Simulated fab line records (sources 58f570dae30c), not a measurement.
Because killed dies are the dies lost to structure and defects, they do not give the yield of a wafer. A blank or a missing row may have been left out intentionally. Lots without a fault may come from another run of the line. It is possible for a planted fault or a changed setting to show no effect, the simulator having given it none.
fab line records	flow berkeleyCmos170
record lots=5	wafers=23
route steps=331 shown GATE@127 PLDD@148 NLDD@162 PSD@183 NSD@188 BACKSIDE@200
startH: hours from the record's opening day to when the first of the lot's shown wafers began	waitH: hours from the lot's prior step to this one	" the same as in the row above	L1.1+2: several wafers, shown together as one row	- no value, or no start given	* or withheld: withheld	< > ~ a bound
route shown NAME@n: names a module that has steps shown in the file, with the first one's number in the route	usual: average and standard deviation across the fault-free wafers	same: alike in all rows	chamber/n: place in a boat	sites: each site's reading	_std_site: how widely they spread, as a standard deviation	_edge_site: inner sites' mean taken away from outer sites' mean	radiusMm: for every site, how far away it sits from the centre of the wafer	mask NAME#n: copy n	behind: the tool/chamber that last shaped the wafer	hold: the reason the lot was held/the length of the hold in hours/how it ended	device: whichever transistor did not switch (one of n, p or np)	end of line: the same wafers' tests at the end of the route	for a step that has no rows: nothing shown but its recipe	killed: dies that structure and defects cost at the first sort, which is not the same as the wafer's yield	map: the dies of a wafer, with x for killed, . for not killed, _ for no die there
set.NAME: the setting that was run; set.NAME@STEP: the one run at that earlier step	model.NAME: the simulator's own value behind a step, which no gauge read
lots whose settings were changed on purpose; a table a step, a row a wafer
## steps
# step UCB170_GATE_OXIDATION_01
# recipe tempC=850	ambient=O2	targetThkA=66	oxTimeS=1800
lot.wafer	tool	chamber	startH	waitH	set.tempC	model.SiO2_of_GATE_OXIDATION_01.thkNm
L074.1	-	-	-	3.7	867.9	8.097
L074.2	"	-	"	"	867.9	8.002
L074.3	"	-	"	"	867.9	8.122
L074.4	"	-	"	"	867.9	8.066
L074.5	"	-	"	"	867.9	8.065
L075.1	-	-	-	2.9	869	8.251
L075.2	"	-	"	"	869	8.28
L075.3	"	-	"	"	869	8.258
L075.4	"	-	"	"	869	8.403
L075.5	"	-	"	"	869	8.324
L077.1	-	-	-	2.9	850	6.652
L077.2	"	-	"	"	850	6.521
L077.3	"	-	"	"	850	6.609
L077.4	"	-	"	"	850	6.608
L077.5	"	-	"	"	850	6.645
L084.1	-	-	-	6.2	850	6.513
L084.2	"	-	"	"	850	6.445
L084.4	"	-	"	"	850	6.534
L084.5	"	-	"	"	850	6.587
L084.6	"	-	"	"	850	6.373
L085.1	furnace-02	0	187.25	0.3	850	6.606
L085.2	"	0	"	"	850	6.506
L085.4	"	0	"	"	850	6.611
# step UCB170_GATE_THK_MEAS_02
# recipe reads=SiO2_of_GATE_OXIDATION_01
# usual GATE_OXIDE_THK=6.61/0.1
lot.wafer	tool	chamber	startH	waitH	set.tempC@GATE_OXIDATION_01	GATE_OXIDE_THK[nm]
L074.1	filmMetro-04	-	-	-	867.9	8.04
L074.2	"	-	"	"	867.9	8.00
L074.3	"	-	"	"	867.9	8.13
L074.4	"	-	"	"	867.9	8.04
L074.5	"	-	"	"	867.9	8.04
L075.1	filmMetro-04	-	-	-	869	8.26
L075.2	"	-	"	"	869	8.28
L075.3	"	-	"	"	869	8.20
L075.4	"	-	"	"	869	8.43
L075.5	"	-	"	"	869	8.33
L077.1	filmMetro-04	-	-	-	850	6.69
L077.2	"	-	"	"	850	6.52
L077.3	"	-	"	"	850	6.64
L077.4	"	-	"	"	850	6.59
L077.5	"	-	"	"	850	6.67
L084.1	filmMetro-04	-	-	-	850	6.48
L084.2	"	-	"	"	850	6.49
L084.4	"	-	"	"	850	6.52
L084.5	"	-	"	"	850	6.54
L084.6	"	-	"	"	850	6.33
L085.1	filmMetro-03	-	188.75	0.0	850	6.59
L085.2	"	-	"	"	850	6.53
L085.4	"	-	"	"	850	6.61
# step UCB170_GATE_PEB_10
# recipe pebTempC=130	pebTimeS=withheld	resist=KrF
lot.wafer	tool	chamber	startH	waitH	set.pebTempC
L074.1+3+4	lithoTrack-04	0	135.19	0.7	127.2
L074.2+5	"	0	"	"	130
L075.1+2+3	lithoTrack-03	0	135.46	0.6	130
L075.4+5	"	0	"	"	126.4
L077.1+4	lithoTrack-04	0	168.63	0.3	133.2
L077.2+3+5	"	0	"	"	130
L084.1+2+4+5+6	lithoTrack-03	0	196.49	0.4	130
L085.1+2+4	lithoTrack-02	0	196.72	0.5	130
# step UCB170_GATE_DEVELOP_11
# recipe developer=TMAH	developTimeS=45	resist=KrF	devTempC=21
# step UCB170_GATE_CD_MEAS_12
# recipe targetCdNm=350
# usual cdNm=349.9/1.3
lot.wafer	tool	chamber	startH	waitH	set.pebTempC@GATE_PEB_10	cdNm
L074.1	cdSem-01	-	135.47	-	127.2	372.4
L074.2	"	-	"	"	130	352.6
L074.3	"	-	"	"	127.2	372.0
L074.4	"	-	"	"	127.2	372.3
L074.5	"	-	"	"	130	352.9
L075.1	cdSem-01	-	135.73	-	130	351.7
L075.2	"	-	"	"	130	350.8
L075.3	"	-	"	"	130	350.4
L075.4	"	-	"	"	126.4	377.4
L075.5	"	-	"	"	126.4	377.3
L077.1	cdSem-02	-	169.10	-	133.2	331.0
L077.2	"	-	"	"	130	349.8
L077.3	"	-	"	"	130	348.9
L077.4	"	-	"	"	133.2	330.8
L077.5	"	-	"	"	130	348.4
L084.1	cdSem-02	-	196.82	-	130	354.0
L084.2	"	-	"	"	130	351.1
L084.4	"	-	"	"	130	351.5
L084.5	"	-	"	"	130	350.7
L084.6	"	-	"	"	130	351.9
L085.1	cdSem-01	-	196.99	-	130	349.4
L085.2	"	-	"	"	130	349.2
L085.4	"	-	"	"	130	348.9
# step UCB170_GATE_ETCH_14
# recipe chemistry=N2/H2	targetDepthA=withheld	overetchA=withheld	target=BARC	timeS=withheld	sourceW=500	biasW=100	pressureMtorr=30	n2FlowSccm=100	h2FlowSccm=200
# step UCB170_GATE_ETCH_15
# recipe chemistry=HBr/Cl2	target=poly-Si	stopOn=SiO2	overEtchFrac=0.3	icpW=300	biasW=150	timeS=58.44	pressureMtorr=15	HBr_flow_sccm=150	Cl2_flow_sccm=50	targetDepthA=2782
lot.wafer	tool	chamber	startH	waitH	set.tempC@GATE_OXIDATION_01	set.pebTempC@GATE_PEB_10	model.GATE.cdNm	model.SiO2_of_GATE_OXIDATION_01.thkNm
L074.1	rieSi-02	3	135.67	-	867.9	127.2	372.9	7.963
L074.2	"	1	"	"	867.9	130	352.3	7.861
L074.3	"	2	"	"	867.9	127.2	372.3	8.03
L074.4	"	0	"	"	867.9	127.2	372.2	7.89
L074.5	"	0	"	"	867.9	130	353.7	7.888
L075.1	rieSi-02	0	135.93	-	869	130	351.7	8.077
L075.2	"	1	"	"	869	130	351	8.138
L075.3	"	2	"	"	869	130	350.4	8.167
L075.4	"	3	"	"	869	126.4	378.3	8.269
L075.5	"	1	"	"	869	126.4	378	8.182
L077.1	rieSi-01	3	169.30	-	850	133.2	330.4	6.485
L077.2	"	0	"	"	850	130	348	6.435
L077.3	"	1	"	"	850	130	349.2	6.385
L077.4	"	1	"	"	850	133.2	330.6	6.386
L077.5	"	3	"	"	850	130	348.8	6.48
L084.1	rieSi-02	3	197.02	-	850	130	352.5	6.383
L084.2	"	0	"	"	850	130	351.9	6.273
L084.4	"	1	"	"	850	130	351.9	6.393
L084.5	"	3	"	"	850	130	349.2	6.457
L084.6	"	2	"	"	850	130	351.7	6.284
L085.1	rieSi-01	3	197.19	-	850	130	348.9	6.439
L085.2	"	0	"	"	850	130	350	6.42
L085.4	"	2	"	"	850	130	349.6	6.473
# step UCB170_GATE_STRIP_16
# recipe chemistry=O2	powerW=400	pressureMtorr=3500	platenTempC=withheld	o2FlowSccm=400	overashFraction=0.5
# step UCB170_GATE_CD_MEAS_90
# recipe targetCdNm=350
# usual cdNm=349.8/1.6
lot.wafer	tool	chamber	startH	waitH	set.pebTempC@GATE_PEB_10	cdNm
L074.1	cdSem-02	-	135.81	0.1	127.2	373.4
L074.2	"	-	"	"	130	352.3
L074.3	"	-	"	"	127.2	372.0
L074.4	"	-	"	"	127.2	372.1
L074.5	"	-	"	"	130	353.8
L075.1	cdSem-01	-	136.08	0.1	130	351.5
L075.2	"	-	"	"	130	351.2
L075.3	"	-	"	"	130	350.5
L075.4	"	-	"	"	126.4	378.2
L075.5	"	-	"	"	126.4	377.8
L077.1	cdSem-02	-	169.58	0.2	133.2	330.3
L077.2	"	-	"	"	130	348.1
L077.3	"	-	"	"	130	349.2
L077.4	"	-	"	"	133.2	330.1
L077.5	"	-	"	"	130	348.2
L084.1	cdSem-01	-	197.23	0.1	130	352.4
L084.2	"	-	"	"	130	351.9
L084.4	"	-	"	"	130	351.8
L084.5	"	-	"	"	130	349.3
L084.6	"	-	"	"	130	352.1
L085.1	cdSem-01	-	197.35	0.1	130	349.1
L085.2	"	-	"	"	130	350.0
L085.4	"	-	"	"	130	349.5
# step UCB170_PLDD_EXPOSE_03
# recipe maskId=PSELECT	na=0.5	sigmaOuter=0.6	sourceShape=conventional	targetCdNm=1200	doseMj=30
lot.wafer	tool	chamber	startH	waitH	mask	set.doseMj
L074.1+2	krfScanner-01	0	137.21	0.3	PSELECT#0	30
L074.3+4+5	"	0	"	"	PSELECT#0	29.27
L075.1+3+5	krfScanner-02	0	137.46	0.3	PSELECT#0	30
L075.2+4	"	0	"	"	PSELECT#0	31.65
L077.1+2	krfScanner-02	0	170.92	0.4	PSELECT#0	30
L077.3+4+5	"	0	"	"	PSELECT#0	28.64
L084.1+4+5	krfScanner-02	0	198.22	0.3	PSELECT#0	29.41
L084.2+6	"	0	"	"	PSELECT#0	30
L085.1+2+4	krfScanner-02	0	198.46	0.1	PSELECT#0	30
# step UCB170_PLDD_PEB_04
# recipe pebTempC=130.4	pebTimeS=withheld	resist=KrF
# step UCB170_PLDD_DEVELOP_05
# recipe developer=TMAH	developTimeS=45	resist=KrF	devTempC=21
# step UCB170_PLDD_CD_MEAS_06
# recipe targetCdNm=1200
# usual cdNm=1199.8/1.6
lot.wafer	tool	chamber	startH	waitH	set.doseMj@PLDD_EXPOSE_03	cdNm
L074.1	cdSem-02	-	137.99	-	30	1202.2
L074.2	"	-	"	"	30	1200.9
L074.3	"	-	"	"	29.27	1197.8
L074.4	"	-	"	"	29.27	1197.1
L074.5	"	-	"	"	29.27	1196.9
L075.1	cdSem-01	-	138.30	-	30	1198.8
L075.2	"	-	"	"	31.65	1208.8
L075.3	"	-	"	"	30	1197.9
L075.4	"	-	"	"	31.65	1208.4
L075.5	"	-	"	"	30	1199.1
L077.1	cdSem-02	-	171.89	-	30	1200.6
L077.2	"	-	"	"	30	1200.7
L077.3	"	-	"	"	28.64	1191.4
L077.4	"	-	"	"	28.64	1191.0
L077.5	"	-	"	"	28.64	1191.3
L084.1	cdSem-01	-	199.05	-	29.41	1198.1
L084.2	"	-	"	"	30	1202.9
L084.4	"	-	"	"	29.41	1197.1
L084.5	"	-	"	"	29.41	1198.1
L084.6	"	-	"	"	30	1201.1
L085.1	cdSem-02	-	199.32	-	30	1201.7
L085.2	"	-	"	"	30	1202.3
L085.4	"	-	"	"	30	1203.5
# step UCB170_NLDD_PEB_04
# recipe pebTempC=130	pebTimeS=withheld	resist=KrF
lot.wafer	tool	chamber	startH	waitH	set.pebTempC
L074.1+2+5	lithoTrack-04	0	140.89	0.7	130
L074.3+4	"	0	"	"	127.8
L075.1+5	lithoTrack-01	0	141.27	0.6	130
L075.2+3+4	"	0	"	"	132.1
L077.1+4+5	lithoTrack-04	0	179.78	0.1	133.5
L077.2+3	"	0	"	"	130
L084.1+6	lithoTrack-04	0	201.36	0.3	130
L084.2+4+5	"	0	"	"	132.8
L085.1+2+4	lithoTrack-04	0	201.64	0.5	130
# step UCB170_NLDD_DEVELOP_05
# recipe developer=TMAH	developTimeS=45	resist=KrF	devTempC=21
# step UCB170_NLDD_CD_MEAS_06
# recipe targetCdNm=1200
# usual cdNm=1199.8/1.2
lot.wafer	tool	chamber	startH	waitH	set.pebTempC@NLDD_PEB_04	cdNm
L074.1	cdSem-01	-	141.17	-	130	1197.9
L074.2	"	-	"	"	130	1199.0
L074.3	"	-	"	"	127.8	1183.4
L074.4	"	-	"	"	127.8	1183.0
L074.5	"	-	"	"	130	1198.3
L075.1	cdSem-02	-	141.55	-	130	1197.9
L075.2	"	-	"	"	132.1	1211.9
L075.3	"	-	"	"	132.1	1212.1
L075.4	"	-	"	"	132.1	1213.6
L075.5	"	-	"	"	130	1201.0
L077.1	cdSem-01	-	180.05	-	133.5	1220.5
L077.2	"	-	"	"	130	1198.3
L077.3	"	-	"	"	130	1199.9
L077.4	"	-	"	"	133.5	1220.0
L077.5	"	-	"	"	133.5	1218.8
L084.1	cdSem-01	-	201.64	-	130	1200.4
L084.2	"	-	"	"	132.8	1217.6
L084.4	"	-	"	"	132.8	1218.4
L084.5	"	-	"	"	132.8	1217.3
L084.6	"	-	"	"	130	1200.2
L085.1	cdSem-01	-	201.91	-	130	1197.8
L085.2	"	-	"	"	130	1198.4
L085.4	"	-	"	"	130	1198.3
# step UCB170_PSD_IMPLANT_08
# recipe species=B	doseCm2=3e+15	energyKev=20	tiltDeg=7
lot.wafer	tool	chamber	startH	waitH	set.energyKev	model.implant.rpNm	model.implant.drpNm
L074.1+2+3+4+5	implanter-03	0	147.78	0.0	20	66.38	28.34
L075.1+3+4	implanter-01	0	148.24	0.0	20	68.06	28.34
L075.2+5	"	0	"	"	20.96	71.29	29.41
L077.1+2+3	implanter-02	0	189.81	0.0	20	65.35	28.34
L077.4+5	"	0	"	"	18.95	61.95	27.28
L084.1+4	implanter-03	0	210.30	0.0	20	64.46	28.34
L084.2+5+6	"	0	"	"	20.62	66.44	29
L085.1+2+4	implanter-02	0	210.47	0.0	20	66.27	28.34
# step UCB170_PSD_STRIP_09
# recipe chemistry=O2	powerW=400	pressureMtorr=3500	platenTempC=withheld	o2FlowSccm=400	overashFraction=0.5
# usual stripTimeToEndpointS=29.40/0.088
lot.wafer	tool	chamber	startH	waitH	set.energyKev@PSD_IMPLANT_08	stripTimeToEndpointS
L074.1	plasmaAsher-02	0	147.93	0.1	20	29.35
L074.2	"	1	"	"	20	29.31
L074.3	"	1	"	"	20	29.34
L074.4	"	0	"	"	20	29.30
L074.5	"	1	"	"	20	29.35
L075.1	plasmaAsher-01	0	148.39	0.1	20	29.44
L075.2	"	1	"	"	20.96	29.90
L075.3	"	1	"	"	20	29.50
L075.4	"	0	"	"	20	29.42
L075.5	"	0	"	"	20.96	29.84
L077.1	plasmaAsher-02	1	189.96	0.1	20	29.44
L077.2	"	0	"	"	20	29.51
L077.3	"	1	"	"	20	29.47
L077.4	"	0	"	"	18.95	28.98
L077.5	"	0	"	"	18.95	28.91
L084.1	plasmaAsher-01	0	210.45	0.1	20	29.36
L084.2	"	1	"	"	20.62	29.64
L084.4	"	0	"	"	20	29.36
L084.5	"	0	"	"	20.62	29.65
L084.6	"	1	"	"	20.62	29.60
L085.1	plasmaAsher-03	0	210.62	0.1	20	29.47
L085.2	"	1	"	"	20	29.51
L085.4	"	0	"	"	20	29.51
# step UCB170_NSD_COAT_01
# recipe resist=KrF	spinRpm=1500	resistThkNm=900
lot.wafer	tool	chamber	startH	waitH	set.resistThkNm	model.KrF_of_NSD_COAT_01.thkNm
L074.1	lithoTrack-03	0	148.57	0.1	900	902.7
L074.2	"	0	"	"	852.7	852.7
L074.3	"	0	"	"	900	903.6
L074.4	"	0	"	"	852.7	854.7
L074.5	"	0	"	"	852.7	853.9
L075.1	lithoTrack-04	0	149.75	0.1	943.7	946.6
L075.2	"	0	"	"	900	900.3
L075.3	"	0	"	"	900	903.1
L075.4	"	0	"	"	943.7	946.5
L075.5	"	0	"	"	900	901.7
L077.1	lithoTrack-02	0	192.33	0.1	900	901.3
L077.2	"	0	"	"	900	902.9
L077.3	"	0	"	"	900	900.9
L077.4	"	0	"	"	900	900.4
L077.5	"	0	"	"	900	899.3
L084.1	lithoTrack-02	0	212.61	0.1	865.1	869.3
L084.2	"	0	"	"	865.1	866.5
L084.4	"	0	"	"	865.1	868
L084.5	"	0	"	"	900	904.4
L084.6	"	0	"	"	900	901.8
L085.1	lithoTrack-03	0	212.87	0.1	900	900.9
L085.2	"	0	"	"	900	901.9
L085.4	"	0	"	"	900	901.1
# step UCB170_NSD_SOFTBAKE_02
# recipe resist=KrF	tempC=130	timeS=60
# step UCB170_NSD_EXPOSE_03
# recipe maskId=NSELECT_MOD	na=0.5	sigmaOuter=0.6	sourceShape=conventional	targetCdNm=1200	doseMj=30
# step UCB170_NSD_IMPLANT_08
# recipe species=P	doseCm2=3e+15	energyKev=40.63	tiltDeg=7
# step UCB170_NSD_STRIP_09
# recipe chemistry=O2	powerW=400	pressureMtorr=3500	platenTempC=withheld	o2FlowSccm=400	overashFraction=0.5
# usual stripTimeToEndpointS=36.10/0.073
lot.wafer	tool	chamber	startH	waitH	set.resistThkNm@NSD_COAT_01	stripTimeToEndpointS
L074.1	plasmaAsher-02	0	150.35	0.1	900	36.12
L074.2	"	1	"	"	852.7	34.94
L074.3	"	0	"	"	900	36.13
L074.4	"	1	"	"	852.7	34.99
L074.5	"	0	"	"	852.7	34.99
L075.1	plasmaAsher-03	0	151.63	0.1	943.7	37.20
L075.2	"	1	"	"	900	36.13
L075.3	"	1	"	"	900	36.21
L075.4	"	0	"	"	943.7	37.20
L075.5	"	0	"	"	900	36.14
L077.1	plasmaAsher-02	1	193.66	0.1	900	36.12
L077.2	"	0	"	"	900	36.13
L077.3	"	1	"	"	900	36.09
L077.4	"	0	"	"	900	36.06
L077.5	"	1	"	"	900	36.02
L084.1	plasmaAsher-02	1	213.76	0.1	865.1	35.35
L084.2	"	0	"	"	865.1	35.28
L084.4	"	0	"	"	865.1	35.35
L084.5	"	0	"	"	900	36.24
L084.6	"	1	"	"	900	36.14
L085.1	plasmaAsher-03	1	214.47	0.1	900	36.12
L085.2	"	0	"	"	900	36.12
L085.4	"	1	"	"	900	36.11
# step UCB170_BACKSIDE_COAT_01
# recipe resist=KrF	spinRpm=1500	resistThkNm=900
lot.wafer	tool	chamber	startH	waitH	set.spinRpm	model.KrF_of_BACKSIDE_COAT_01.thkNm
L074.1+4	lithoTrack-04	0	151.65	0.1	1434	922.6
L074.2	"	0	"	"	1500	902.7
L074.3	"	0	"	"	1434	925.4
L074.5	"	0	"	"	1500	899.2
L075.1	lithoTrack-01	0	153.73	0.1	1500	902.1
L075.2	"	0	"	"	1500	901.3
L075.3	"	0	"	"	1562	884.6
L075.4	"	0	"	"	1562	882.6
L075.5	"	0	"	"	1562	882.7
L077.1	lithoTrack-04	0	194.35	0.1	1500	899.4
L077.2	"	0	"	"	1600	872.5
L077.3	"	0	"	"	1500	898.5
L077.4	"	0	"	"	1500	900.4
L077.5	"	0	"	"	1600	871.5
L084.1	lithoTrack-02	0	214.67	0.1	1500	902.1
L084.2	"	0	"	"	1500	903.5
L084.4	"	0	"	"	1500	901.2
L084.5	"	0	"	"	1500	906.3
L084.6	"	0	"	"	1500	903.3
L085.1	lithoTrack-04	0	215.41	0.1	1500	897.1
L085.2	"	0	"	"	1500	898.3
L085.4	"	0	"	"	1500	898.9
# step UCB170_BACKSIDE_SOFTBAKE_02
# recipe resist=KrF	tempC=130	timeS=60
# step UCB170_BACKSIDE_STRIP_03
# recipe chemistry=O2	powerW=400	pressureMtorr=3500	platenTempC=withheld	o2FlowSccm=400	overashFraction=0.5
# usual stripTimeToEndpointS=22.02/0.067
lot.wafer	tool	chamber	startH	waitH	set.spinRpm@BACKSIDE_COAT_01	stripTimeToEndpointS
L074.1	plasmaAsher-02	0	151.95	0.1	1434	22.49
L074.2	"	1	"	"	1500	22.02
L074.3	"	0	"	"	1434	22.59
L074.4	"	1	"	"	1434	22.50
L074.5	"	1	"	"	1500	21.93
L075.1	plasmaAsher-01	0	154.12	0.2	1500	22.03
L075.2	"	1	"	"	1500	21.98
L075.3	"	0	"	"	1562	21.61
L075.4	"	1	"	"	1562	21.56
L075.5	"	0	"	"	1562	21.56
L077.1	plasmaAsher-04	0	194.65	0.1	1500	21.97
L077.2	"	1	"	"	1600	21.32
L077.3	"	1	"	"	1500	21.92
L077.4	"	0	"	"	1500	21.98
L077.5	"	0	"	"	1600	21.29
L084.1	plasmaAsher-02	1	214.97	0.1	1500	22.01
L084.2	"	0	"	"	1500	22.06
L084.4	"	1	"	"	1500	22.00
L084.5	"	0	"	"	1500	22.13
L084.6	"	1	"	"	1500	22.05
L085.1	plasmaAsher-04	1	215.71	0.1	1500	21.90
L085.2	"	0	"	"	1500	21.92
L085.4	"	0	"	"	1500	21.94
## key
split step=UCB170_GATE_OXIDATION_01	setting=tempC	stated=850	by=lot
response step=UCB170_GATE_OXIDATION_01	reading=model.SiO2_of_GATE_OXIDATION_01.thkNm	change=+0.754	per=1%	r=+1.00
response step=UCB170_GATE_THK_MEAS_02	reading=GATE_OXIDE_THK	change=+0.749	per=1%	r=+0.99
response step=UCB170_GATE_ETCH_15	reading=model.SiO2_of_GATE_OXIDATION_01.thkNm	change=+0.757	per=1%	r=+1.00
split step=UCB170_GATE_PEB_10	setting=pebTempC	stated=130	by=wafer
response step=UCB170_GATE_CD_MEAS_12	reading=cdNm	change=-8.7	per=1%	r=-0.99
response step=UCB170_GATE_ETCH_15	reading=model.GATE.cdNm	change=-8.81	per=1%	r=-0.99
response step=UCB170_GATE_CD_MEAS_90	reading=cdNm	change=-8.79	per=1%	r=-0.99
split step=UCB170_PLDD_EXPOSE_03	setting=doseMj	stated=30	by=wafer
response step=UCB170_PLDD_CD_MEAS_06	reading=cdNm	change=+1.92	per=1%	r=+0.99
split step=UCB170_NLDD_PEB_04	setting=pebTempC	stated=130	by=wafer
response step=UCB170_NLDD_CD_MEAS_06	reading=cdNm	change=+8.07	per=1%	r=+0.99
split step=UCB170_PSD_IMPLANT_08	setting=energyKev	stated=20	by=wafer
response step=UCB170_PSD_IMPLANT_08	reading=model.implant.rpNm	change=+0.655	per=1%	r=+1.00
response step=UCB170_PSD_IMPLANT_08	reading=model.implant.drpNm	change=+0.212	per=1%	r=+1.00
response step=UCB170_PSD_STRIP_09	reading=stripTimeToEndpointS	change=*	per=1%	r=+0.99
split step=UCB170_NSD_COAT_01	setting=resistThkNm	stated=900	by=wafer
response step=UCB170_NSD_COAT_01	reading=model.KrF_of_NSD_COAT_01.thkNm	change=+9.27	per=1%	r=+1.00
response step=UCB170_NSD_STRIP_09	reading=stripTimeToEndpointS	change=*	per=1%	r=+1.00
split step=UCB170_BACKSIDE_COAT_01	setting=spinRpm	stated=1500	by=wafer
response step=UCB170_BACKSIDE_COAT_01	reading=model.KrF_of_BACKSIDE_COAT_01.thkNm	change=-4.43	per=1%	r=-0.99
response step=UCB170_BACKSIDE_STRIP_03	reading=stripTimeToEndpointS	change=*	per=1%	r=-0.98
